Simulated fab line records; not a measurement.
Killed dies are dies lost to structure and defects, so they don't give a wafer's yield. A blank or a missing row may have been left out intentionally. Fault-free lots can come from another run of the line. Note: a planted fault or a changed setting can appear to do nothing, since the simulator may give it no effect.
Which tool did it? | flow berkeley cmos170 | 39 wafers from 13 lots sampled at 5 of the route's 331 steps

WHAT THE GAUGES SHOWED, per wafer
UCB170_PSD_OVL_MEAS_07. Usual: for PSD_OVL the level is -2 nm and the standard deviation is 5.
lot  | measured     | on         | PSD_OVL (nm) | flag
L676 | day 7 05:12  | overlay-02 | 3 0 0        |
L677 | day 8 07:43  | overlay-01 | 1 1 3        |
L680 | day 9 00:11  | overlay-02 | -9 -4 2      |
L682 | day 9 06:35  | overlay-02 | -4 -3 -3     |
L683 | day 9 06:26  | overlay-01 | 1 -8 2       |
L684 | day 9 06:20  | overlay-02 | -7 -3 1      |
L687 | day 9 22:07  | overlay-02 | -9 -1 -8     |
L693 | day 11 04:31 | overlay-02 | -6 1 -6      |
L692 | day 11 04:45 | overlay-01 | 9 -1 -1      |
L697 | day 11 22:26 | overlay-02 | 2 -3 -10     |
L694 | day 11 22:09 | overlay-01 | -8 -12 -5    |
L699 | day 12 19:01 | overlay-01 | -6 2 -2      |
L698 | day 13 23:08 | overlay-01 | -4 -2 -4     |

UCB170_NSD_TW_MEAS_10. Usual: for NSD_TW the level is 4140 and the standard deviation is 17.
lot  | measured     | on            | NSD_TW            | flag
L676 | day 7 07:24  | film metro-03 | 4171 4149 4173    |
L677 | day 8 13:23  | film metro-04 | 4155 4131 4141    |
L680 | day 9 04:38  | film metro-04 | 4159 4122 4152    |
L682 | day 9 11:19  | film metro-04 | 4127 4128 4111    |
L683 | day 9 11:03  | film metro-02 | 4132 4156 4127    |
L684 | day 9 11:28  | film metro-03 | 4130 4129 4137    |
L687 | day 10 03:46 | film metro-04 | 4132 4152 4135    |
L693 | day 11 10:28 | film metro-02 | 30 29 30 30 30 30 | OFF
L692 | day 11 10:43 | film metro-03 | 4184 4171 4151    |
L697 | day 12 00:39 | film metro-04 | 4126 4166 4141    |
L694 | day 12 00:22 | film metro-02 | 4134 4142 4143    |
L699 | day 12 20:58 | film metro-02 | 4126 4124 4142    |
L698 | day 14 02:46 | film metro-03 | 4131 4150 4136    |

WHICH TOOL RAN EACH LOT (tool, then ch and the chambers of the sampled wafers, then the start)
lot  | UCB170_NVT_STRIP_08                  | UCB170_PSD_STRIP_09                  | UCB170_NSD_STRIP_09
L676 | plasma asher-04 ch 0,1, day 6 01:40  | plasma asher-02 ch 0,1, day 7 05:23  | plasma asher-01 ch 0,1, day 7 07:18
L677 | plasma asher-02 ch 0,1, day 6 19:49  | plasma asher-02 ch 0,1, day 8 07:55  | plasma asher-02 ch 0,1, day 8 13:17
L680 | plasma asher-04 ch 0,1, day 7 14:46  | plasma asher-01 ch 0,1, day 9 00:22  | plasma asher-01 ch 0,1, day 9 04:32
L682 | plasma asher-02 ch 0,1, day 8 01:07  | plasma asher-04 ch 0,1, day 9 06:46  | plasma asher-01 ch 0,1, day 9 11:13
L683 | plasma asher-03 ch 1, day 8 01:13    | plasma asher-02 ch 1, day 9 06:37    | plasma asher-02 ch 0,1, day 9 10:56
L684 | plasma asher-04 ch 0,1, day 8 01:22  | plasma asher-01 ch 0,1, day 9 06:32  | plasma asher-03 ch 0,1, day 9 11:22
L687 | plasma asher-03 ch 0,1, day 8 20:10  | plasma asher-04 ch 0,1, day 9 22:17  | plasma asher-02 ch 0,1, day 10 03:40
L693 | plasma asher-03 ch 0,1, day 10 00:20 | plasma asher-02 ch 0,1, day 11 04:41 | plasma asher-03 ch 0,1, day 11 10:21
L692 | plasma asher-02 ch 0,1, day 10 00:29 | plasma asher-04 ch 0,1, day 11 04:58 | plasma asher-02 ch 0,1, day 11 10:38
L697 | plasma asher-04 ch 0,1, day 10 14:59 | plasma asher-04 ch 0,1, day 11 22:38 | plasma asher-01 ch 0,1, day 12 00:34
L694 | plasma asher-02 ch 0,1, day 10 15:10 | plasma asher-01 ch 0,1, day 11 22:22 | plasma asher-01 ch 0,1, day 12 00:17
L699 | plasma asher-03 ch 0,1, day 11 04:07 | plasma asher-01 ch 0,1, day 12 19:12 | plasma asher-03 ch 0,1, day 12 20:52
L698 | plasma asher-02 ch 0,1, day 12 02:37 | plasma asher-04 ch 0,1, day 13 23:19 | plasma asher-03 ch 0, day 14 02:40
- UCB170_NVT_STRIP_08: strips in O2.
- UCB170_PSD_STRIP_09: strips in O2.
- UCB170_NSD_STRIP_09: strips in O2.

AS READ BY THE TOOLS THEMSELVES (means over the sampled wafers that have a number; for cases with no such wafer, the mark the record gives instead)
UCB170_NVT_STRIP_08. Usual: drypump motor current A 5.58 A, standard deviation 0.22; oes product au 0.734 a.u., standard deviation 0.0044; strip time to endpoint s 21.63 s, standard deviation 0.053.
lot  | tool            | drypump motor current A (A) | oes product au (a.u.) | strip time to endpoint s (s) | flag
L676 | plasma asher-04 | 5.73                        | 0.735                 | 21.59                        |
L677 | plasma asher-02 | 5.46                        | 0.735                 | 21.58                        |
L680 | plasma asher-04 | 5.76                        | 0.736                 | 21.63                        |
L682 | plasma asher-02 | 5.29                        | 0.733                 | 21.67                        |
L683 | plasma asher-03 | 5.65                        | 0.736                 | 21.65                        |
L684 | plasma asher-04 | 5.72                        | 0.731                 | 21.57                        |
L687 | plasma asher-03 | 5.63                        | 0.734                 | 21.65                        |
L693 | plasma asher-03 | 5.56                        | 0.742                 | 21.68                        |
L692 | plasma asher-02 | 5.48                        | 0.735                 | 21.59                        |
L697 | plasma asher-04 | 5.73                        | 0.734                 | 21.67                        |
L694 | plasma asher-02 | 5.45                        | 0.733                 | 21.61                        |
L699 | plasma asher-03 | 5.61                        | 0.735                 | 21.68                        |
L698 | plasma asher-02 | 5.48                        | 0.739                 | 21.69                        |

UCB170_PSD_STRIP_09. Usual: drypump motor current A 5.62 A, standard deviation 0.22; oes product au 0.600 a.u., standard deviation 0.0041; strip time to endpoint s 29.41 s, standard deviation 0.08.
lot  | tool            | drypump motor current A (A) | oes product au (a.u.) | strip time to endpoint s (s) | flag
L676 | plasma asher-02 | 5.30                        | 0.599                 | 29.43                        |
L677 | plasma asher-02 | 5.47                        | 0.601                 | 29.39                        |
L680 | plasma asher-01 | 5.66                        | 0.603                 | 29.40                        |
L682 | plasma asher-04 | 5.76                        | 0.601                 | 29.53                        |
L683 | plasma asher-02 | 5.65                        | 0.602                 | 29.40                        |
L684 | plasma asher-01 | 5.66                        | 0.598                 | 29.35                        |
L687 | plasma asher-04 | 5.78                        | 0.599                 | 29.50                        |
L693 | plasma asher-02 | 5.29                        | 0.440                 | -                            | OFF
L692 | plasma asher-04 | 5.72                        | 0.602                 | 29.30                        |
L697 | plasma asher-04 | 5.76                        | 0.599                 | 29.44                        |
L694 | plasma asher-01 | 5.66                        | 0.601                 | 29.29                        |
L699 | plasma asher-01 | 5.67                        | 0.603                 | 29.50                        |
L698 | plasma asher-04 | 5.79                        | 0.600                 | 29.48                        |

UCB170_NSD_STRIP_09. Usual: drypump motor current A 5.55 A, standard deviation 0.2; oes product au 0.534 a.u., standard deviation 0.0044; strip time to endpoint s 35.81 s, standard deviation 0.074.
lot  | tool            | drypump motor current A (A) | oes product au (a.u.) | strip time to endpoint s (s) | flag
L676 | plasma asher-01 | 5.69                        | 0.531                 | 35.82                        |
L677 | plasma asher-02 | 5.47                        | 0.537                 | 35.83                        |
L680 | plasma asher-01 | 5.68                        | 0.538                 | 35.88                        |
L682 | plasma asher-01 | 5.66                        | 0.538                 | 35.81                        |
L683 | plasma asher-02 | 5.48                        | 0.533                 | 35.94                        |
L684 | plasma asher-03 | 5.61                        | 0.536                 | 35.78                        |
L687 | plasma asher-02 | 5.29                        | 0.532                 | 35.80                        |
L693 | plasma asher-03 | 5.61                        | 0.610                 | 56.19                        | OFF
L692 | plasma asher-02 | 5.29                        | 0.537                 | 35.88                        |
L697 | plasma asher-01 | 5.67                        | 0.538                 | 35.77                        |
L694 | plasma asher-01 | 5.68                        | 0.534                 | 35.88                        |
L699 | plasma asher-03 | 5.64                        | 0.534                 | 35.72                        |
L698 | plasma asher-03 | 5.53                        | 0.534                 | 35.77                        |

THE ANSWER, worked out from the rows above alone
Rule: a lot is off if the mean of its wafers that have a number lies more than 3 standard deviations from the usual mean. Also off: a lot with no number at a reading for which 4 or more lots have one. Where the step has rows for the other lots, those lots are counted as sound. After the gauges, taken in route order, come the tools' own readings; for these a lot's mean is taken, as printed above. At the first step where some lot is off, the reading lying furthest off is the one used; lots without a number count as furthest.
Off: L693, at UCB170_NSD_TW_MEAS_10 (NSD_TW).
A tool fits if, at a process step before that reading, it ran every lot that is off, and no sound lot after the first of them. Not tried: the gauges at UCB170_NSD_TW_MEAS_10; whatever is off there is also off at UCB170_PSD_STRIP_09, on other tools, and gauge error can't account for it. One fits: UCB170_PSD_STRIP_09 on plasma asher-02. Its last sound lot is L683 (day 9 06:37), its first lot that is off L693 (day 11 04:41): a fault that began between those two fits.
The tool's own readings at UCB170_PSD_STRIP_09 bear it out: on the lots that are off they differ by more than 5 times the standard deviation of the sound lots' means. oes product au reads 0.440 a.u. there against 0.601 a.u. on the sound lots.
Blank at UCB170_PSD_STRIP_09 on the lots that are off, where sound lots have numbers: strip time to endpoint s.

WHAT THE SIMULATOR HAD INSERTED
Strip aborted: plasma asher-02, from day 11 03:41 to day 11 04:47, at UCB170_PSD_STRIP_09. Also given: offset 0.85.
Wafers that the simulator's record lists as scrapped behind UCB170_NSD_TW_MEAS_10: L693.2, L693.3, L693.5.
Struck lots among those shown: L693. The rule above found the same.
